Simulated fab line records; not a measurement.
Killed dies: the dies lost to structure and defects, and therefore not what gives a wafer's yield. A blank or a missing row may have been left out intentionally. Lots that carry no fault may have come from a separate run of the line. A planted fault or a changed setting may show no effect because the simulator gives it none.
A struck lot beside a sound one :: flow rit-cmos :: 43 steps out of a route of 202
Sound: the wafers L526.1, L526.3, L526.6. Struck: wafers L528.1, L528.2, L528.5. Last of all comes the cause.
Each step with rows lists, per side, the tool, then ch with its chambers, then its first start. Under that, the readings that differ: sound wafers :: struck wafers :: difference of the means :: sigmas: that difference in standard deviations of wafers without a fault.
alike: readings whose means differ by less than 2 such deviations, and words and numbers that are the same on both sides. not compared: withheld readings, readings that some wafer has no value for, bounds like >300 that may hide the same value, and numbers for which the record gives no deviation and whose values overlap.
The two part at a step that has a row with sigmas, a row that says differs or no value, or rows on one side only. Numbers that have no deviation but don't overlap get no sigmas and don't part them. A reading that every wafer of one side lacks parts them only if that side has two wafers or more.

first, 5 steps without rows for these wafers: RIT_ACTIVE_COAT_06 (resist thk 1000 nm); RIT_ACTIVE_SOFTBAKE_07 (time 60 s); RIT_ACTIVE_EXPOSE_08 (exposes mask M1, target cd 1400 nm); RIT_ACTIVE_PEB_09; RIT_ACTIVE_DEVELOP_10 (develop time 50 s).
RIT_ACTIVE_CD_MEAS_11: the cd target is 1400 nm.
  sound: cd-sem-02 at day 1 19:34; struck: cd-sem-02 at day 2 06:21
  alike: cd-nm
then, 1 step without rows for these wafers: RIT_ACTIVE_HARDBAKE_12 (time 60 s).
RIT_ACTIVE_ETCH_13: etches Si3N4 in SF6, stops on SiO2, time 210 s, target depth 210 nm.
  sound on rie-diel-01 ch 1,2,3, day 1 19:50; struck on rie-diel-02 ch 1,2,3, day 2 06:37
  alike: SF6_flow_sccm, drypump-motor-current-A, oes-product-au, throttle-valve-pct
  not compared: rf-hours-counter-h
RIT_ACTIVE_STRIP_14: strips in O2, time 180 s.
  sound on plasma-asher-02 ch 0,1, day 1 19:58; struck on plasma-asher-02 ch 0,1, day 2 06:46
  alike: drypump-motor-current-A
  not compared: rf-hours-counter-h
RIT_ACTIVE_CD_MEAS_90: the cd target is 1400 nm.
  sound: cd-sem-01 at day 1 20:08; struck: cd-sem-01 at day 2 06:56
  alike: cd-nm
then, 2 steps without rows for these wafers: RIT_ACTIVE_CLEAN_15 (cleans in SC1, time 600 s); RIT_ACTIVE_CLEAN_16 (cleans in dHF, time 30 s).
RIT_ACTIVE_CLEAN_17: cleans in SC2, time 600 s.
  sound on wet-bench-01 ch 1, day 1 20:28; struck on wet-bench-04 ch 1, day 2 07:25
then, 1 step without rows for these wafers: RIT_FOX1_OXIDATION_00 (target thk 350.7 nm, ox time 1130 s).
RIT_FOX1_THK_MEAS_01:
  sound: film-metro-02 at day 1 23:48; struck: film-metro-02 at day 2 09:05
  alike: FOX1_OXIDE_THK
then, 2 steps without rows for these wafers: RIT_FOX1_WET_ETCH_02 (etches SiO2 in BOE, target depth 350 nm, time 382 s); RIT_FOX2_OXIDATION_00 (target thk 350.7 nm, ox time 1130 s).
RIT_FOX2_THK_MEAS_01:
  sound: film-metro-03 at day 2 01:24; struck: film-metro-04 at day 2 11:12
  alike: FOX2_OXIDE_THK
then, 2 steps without rows for these wafers: RIT_FOX2_CLEAN_02 (cleans in dHF, time 180 s); RIT_FOX2_WET_ETCH_03 (etches Si3N4 in H3PO4, target depth 195 nm, time 2700 s).
RIT_FOX2_THK_MEAS_90:
  sound: film-metro-03 at day 2 02:17; struck: film-metro-04 at day 2 12:08
  alike: FIELD_OXIDE_LEFT_1_THK
then, 6 steps without rows for these wafers: RIT_NWELL_HMDS_00 (prime time 60 s); RIT_NWELL_COAT_01 (resist thk 1300 nm); RIT_NWELL_SOFTBAKE_02 (time 57.45 s); RIT_NWELL_EXPOSE_03 (exposes mask M2, target cd 43900 nm); RIT_NWELL_PEB_04; RIT_NWELL_DEVELOP_05 (develop time 68 s).
RIT_NWELL_OVL_MEAS_06:
  sound: overlay-01 at day 2 03:13; struck: overlay-01 at day 2 13:11
  alike: NWELL_OVL
then, 2 steps without rows for these wafers: RIT_NWELL_HARDBAKE_07 (time 120 s); RIT_NWELL_IMPLANT_08.
RIT_NWELL_STRIP_09: strips in O2, time 180 s.
  sound on plasma-asher-02 ch 0, day 2 03:40; struck on plasma-asher-01 ch 0,1, day 2 13:37
  alike: drypump-motor-current-A
  not compared: rf-hours-counter-h
RIT_NWELL_TW_MEAS_10:
  sound: film-metro-02 at day 2 03:50; struck: film-metro-04 at day 2 13:47
  alike: NWELL_TW
then, 6 steps without rows for these wafers: RIT_PWELL_HMDS_00 (prime time 60 s); RIT_PWELL_COAT_01 (resist thk 1300 nm); RIT_PWELL_SOFTBAKE_02 (time 60 s); RIT_PWELL_EXPOSE_03 (exposes mask M3, target cd 43700 nm); RIT_PWELL_PEB_04; RIT_PWELL_DEVELOP_05 (develop time 68 s).
RIT_PWELL_OVL_MEAS_06:
  sound: overlay-02 at day 2 05:04; struck: overlay-01 at day 2 14:52
  alike: PWELL_OVL
then, 2 steps without rows for these wafers: RIT_PWELL_HARDBAKE_07 (time 120 s); RIT_PWELL_IMPLANT_08.
RIT_PWELL_STRIP_09: strips in O2, time 180 s.
  sound on plasma-asher-03 ch 0,1, day 2 05:37; struck on plasma-asher-03 ch 0,1, day 2 15:18
  alike: drypump-motor-current-A
  not compared: rf-hours-counter-h
RIT_M1_PROBE_99:
  sound: prober-01 at day 3 17:10; struck: prober-02 at day 4 05:05
reading: killed_at_M0_to_M3
sound: 1 0 0
struck: 0 0 0
difference: +0
sigmas: -3

reading: killed-at-front-end
sound: 5 8 11
struck: 35 43 36
difference: +30
sigmas: +10

reading: killed-dies
sound: 6 8 11
struck: 36 43 36
difference: +30
sigmas: +11
  alike: killed-at-contacts, killed-open, killed-short

== WHERE THEY PART ==
At RIT_M1_PROBE_99 and nowhere else, as far as this record goes.

WHY: what had been put in by the simulator
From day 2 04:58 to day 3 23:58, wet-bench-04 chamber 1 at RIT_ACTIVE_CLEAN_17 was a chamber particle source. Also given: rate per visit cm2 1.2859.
